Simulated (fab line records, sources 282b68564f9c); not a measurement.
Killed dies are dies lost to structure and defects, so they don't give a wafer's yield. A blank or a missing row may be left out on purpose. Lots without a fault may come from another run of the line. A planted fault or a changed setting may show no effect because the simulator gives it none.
Which tool did it? | flow rit_cmos | 16 lots, 48 wafers sampled, at 5 steps of a route of 202

WHAT THE GAUGES READ, wafer by wafer
RIT_ACTIVE_THK_MEAS_02.
lot  | measured    | on            | ACTIVE_OXIDE_THK (nm)
L292 | day 1 12:03 | film_metro-04 | 46.0 45.7 47.2
L293 | day 1 17:41 | film_metro-04 | 47.2 47.3 48.5
L294 | day 1 22:04 | film_metro-01 | 46.9 47.2 47.9
L295 | day 2 03:14 | film_metro-01 | 45.7 46.0 45.9
L296 | day 2 08:03 | film_metro-04 | 45.7 46.9 46.3
L298 | day 2 18:04 | film_metro-04 | 47.8 47.4 47.0
L299 | day 2 23:04 | film_metro-01 | 46.4 45.8 46.0
L300 | day 3 04:03 | film_metro-01 | 46.3 46.3 46.7
L303 | day 3 19:03 | film_metro-02 | 47.2 46.6 45.9
L304 | day 4 00:04 | film_metro-01 | 48.2 48.2 48.3
L305 | day 4 05:04 | film_metro-04 | 49.3 49.2 48.9
L306 | day 4 10:03 | film_metro-02 | 46.1 46.2 46.2
L307 | day 4 15:03 | film_metro-02 | 47.0 48.0 48.1
L308 | day 4 20:03 | film_metro-04 | 46.8 46.4 46.2
L311 | day 5 11:03 | film_metro-02 | 46.3 47.3 46.7
L315 | day 6 07:04 | film_metro-04 | 45.9 45.9 45.8

RIT_M1_OVL_MEAS_10.
lot  | measured    | on         | M1_OVL (nm)
L292 | day 3 07:57 | overlay-01 | 3.4 1.3 0.2
L293 | day 3 12:41 | overlay-01 | 1.5 -0.5 1.1
L294 | day 3 17:38 | overlay-02 | -2.5 -0.5 0.0
L295 | day 4 01:39 | overlay-01 | -0.1 -0.7 0.0
L296 | day 4 03:38 | overlay-02 | -1.7 -2.4 -2.8
L298 | day 4 13:03 | overlay-02 | -0.6 1.0 0.5
L299 | day 4 17:13 | overlay-01 | -0.3 1.9 0.3
L300 | day 4 22:32 | overlay-02 | 0.3 -1.2 1.0
L303 | day 5 13:02 | overlay-01 | -0.4 -1.1 -2.0
L304 | day 5 20:14 | overlay-01 | -1.2 -1.2 0.1
L305 | day 6 01:17 | overlay-02 | 240.3 240.4 240.2
L306 | day 6 04:46 | overlay-01 | 240.6 241.0 239.7
L307 | day 6 09:01 | overlay-02 | 240.8 241.6 242.0
L308 | day 6 13:32 | overlay-02 | 237.7 238.6 238.6
L311 | day 7 06:12 | overlay-02 | -3.0 -1.9 -0.7
L315 | day 8 03:05 | overlay-02 | -0.6 -0.3 1.1

RIT_M1_CD_MEAS_90: target cd 2600 nm.
lot  | measured    | on        | cd_nm (nm)
L292 | day 3 08:44 | cd_sem-01 | 2599.6 2600.0 2599.1
L293 | day 3 13:30 | cd_sem-01 | 2602.5 2602.1 2603.1
L294 | day 3 18:26 | cd_sem-01 | 2600.7 2598.6 2599.6
L295 | day 4 02:33 | cd_sem-02 | 2600.5 2602.8 2601.7
L296 | day 4 04:27 | cd_sem-01 | 2598.9 2596.9 2599.3
L298 | day 4 13:54 | cd_sem-02 | 2600.0 2593.8 2596.3
L299 | day 4 18:02 | cd_sem-01 | 2598.7 2596.6 2596.4
L300 | day 4 23:28 | cd_sem-02 | 2602.2 2600.9 2598.5
L303 | day 5 13:50 | cd_sem-02 | 2597.8 2600.0 2599.8
L304 | day 5 21:02 | cd_sem-02 | 2599.0 2597.6 2601.7
L305 | day 6 02:06 | cd_sem-02 | 2601.4 2600.8 2600.4
L306 | day 6 05:35 | cd_sem-01 | 2602.2 2601.3 2604.9
L307 | day 6 09:59 | cd_sem-02 | 2595.6 2601.1 2596.4
L308 | day 6 14:20 | cd_sem-01 | 2599.0 2599.4 2599.3
L311 | day 7 07:00 | cd_sem-01 | 2595.6 2595.0 2595.5
L315 | day 8 03:54 | cd_sem-02 | 2602.2 2597.3 2599.1

WHICH TOOL RAN EACH LOT (tool, then ch and the chambers of the sampled wafers, then the start)
lot  | RIT_M1_EXPOSE_06                   | RIT_M1_METAL_ETCH_12
L292 | iline_stepper-02 ch 0, day 3 07:24 | rie_metal-04 ch 0,1, day 3 08:14
L293 | iline_stepper-01 ch 0, day 3 12:08 | rie_metal-03 ch 0,1, day 3 12:59
L294 | iline_stepper-01 ch 0, day 3 17:05 | rie_metal-01 ch 0,1, day 3 17:55
L295 | iline_stepper-02 ch 0, day 4 01:06 | rie_metal-04 ch 0, day 4 02:01
L296 | iline_stepper-01 ch 0, day 4 03:05 | rie_metal-03 ch 0,1, day 4 03:56
L298 | iline_stepper-01 ch 0, day 4 12:31 | rie_metal-04 ch 0,1, day 4 13:20
L299 | iline_stepper-02 ch 0, day 4 16:40 | rie_metal-03 ch 0,1, day 4 17:33
L300 | iline_stepper-02 ch 0, day 4 21:59 | rie_metal-01 ch 0,1, day 4 22:58
L303 | iline_stepper-02 ch 0, day 5 12:29 | rie_metal-01 ch 0,1, day 5 13:19
L304 | iline_stepper-01 ch 0, day 5 19:34 | rie_metal-04 ch 0,1, day 5 20:31
L305 | iline_stepper-01 ch 0, day 6 00:45 | rie_metal-03 ch 0,1, day 6 01:34
L306 | iline_stepper-01 ch 0, day 6 04:13 | rie_metal-01 ch 0, day 6 05:03
L307 | iline_stepper-01 ch 0, day 6 08:28 | rie_metal-04 ch 0,1, day 6 09:18
L308 | iline_stepper-01 ch 0, day 6 12:59 | rie_metal-03 ch 0,1, day 6 13:49
L311 | iline_stepper-02 ch 0, day 7 05:39 | rie_metal-04 ch 0,1, day 7 06:29
L315 | iline_stepper-02 ch 0, day 8 02:33 | rie_metal-03 ch 0,1, day 8 03:22
- RIT_M1_EXPOSE_06: exposes mask M12, target cd 2600 nm.
- RIT_M1_METAL_ETCH_12: etches Al in Cl2/BCl3, stops on SiO2, time 165 s, target depth 600 nm.

WHAT THE TOOLS THEMSELVES READ (means of the sampled wafers that have a number; where no wafer has one, the mark that the record gives instead)
RIT_M1_METAL_ETCH_12.
lot  | tool         | bcl3_flow_sccm (sccm) | drypump_motor_current_A (A) | oes_product_au (a.u.) | throttle_valve_pct (%)
L292 | rie_metal-04 | 49.88                 | 6.0                         | 0.785                 | 8.19
L293 | rie_metal-03 | 50.08                 | 5.7                         | 0.771                 | 8.35
L294 | rie_metal-01 | 50.04                 | 6.1                         | 0.787                 | 8.35
L295 | rie_metal-04 | 49.99                 | 6.3                         | 0.779                 | 8.24
L296 | rie_metal-03 | 50.01                 | 5.7                         | 0.779                 | 8.35
L298 | rie_metal-04 | 50.08                 | 5.7                         | 0.781                 | 8.15
L299 | rie_metal-03 | 50.14                 | 6.2                         | 0.758                 | 8.31
L300 | rie_metal-01 | 49.96                 | 6.1                         | 0.790                 | 8.36
L303 | rie_metal-01 | 50.14                 | 6.1                         | 0.780                 | 8.36
L304 | rie_metal-04 | 49.89                 | 6.0                         | 0.781                 | 8.19
L305 | rie_metal-03 | 49.92                 | 5.7                         | 0.776                 | 8.35
L306 | rie_metal-01 | 49.96                 | 6.1                         | 0.790                 | 8.26
L307 | rie_metal-04 | 49.94                 | 6.0                         | 0.774                 | 8.20
L308 | rie_metal-03 | 50.10                 | 5.8                         | 0.776                 | 8.36
L311 | rie_metal-04 | 49.96                 | 6.0                         | 0.776                 | 8.19
L315 | rie_metal-03 | 50.02                 | 6.2                         | 0.768                 | 8.30

THE ANSWER, worked out from the rows above alone
Rule: what is usual is taken from the lots themselves. Put in order of their means at a reading, lots are off if they are a third of the lots or fewer, leave a main group of 4 or more, and stand apart from it by a gap of 3 or more times the standard deviation of the main group's means; of several such gaps the widest counts. A main group whose means are all the same, to the digits that the tables above print for the reading, isn't used. A lot without any number at a reading at which 4 lots or more have one is off too. The other lots that the step has rows for count as sound. The gauges are gone through in route order, then the tools' own readings, and for those a lot's mean is taken as printed above. The first step at which some lot is off is used, and at that step the reading that is off furthest; a lot without a number counts as furthest.
Off: L305, L306, L307, L308, at RIT_M1_OVL_MEAS_10 (M1_OVL). The main group: mean -0.3 nm, standard deviation 1.1.
A tool fits if, at a process step before that reading, it ran every lot that is off, and no sound lot after the first of them. The gauges at RIT_M1_OVL_MEAS_10 are tried like those tools. One fits: iline_stepper-01 at RIT_M1_EXPOSE_06. Its last sound lot is L304 (day 5 19:34), its first lot that is off L305 (day 6 00:45): a fault that began between those two fits.

WHAT THE SIMULATOR HAD PUT IN
Scanner matching overlay: iline_stepper-01, from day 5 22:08 on, at RIT_M1_EXPOSE_06. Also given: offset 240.
Lots struck among those shown: L305, L306, L307, L308. The rule above found the same.
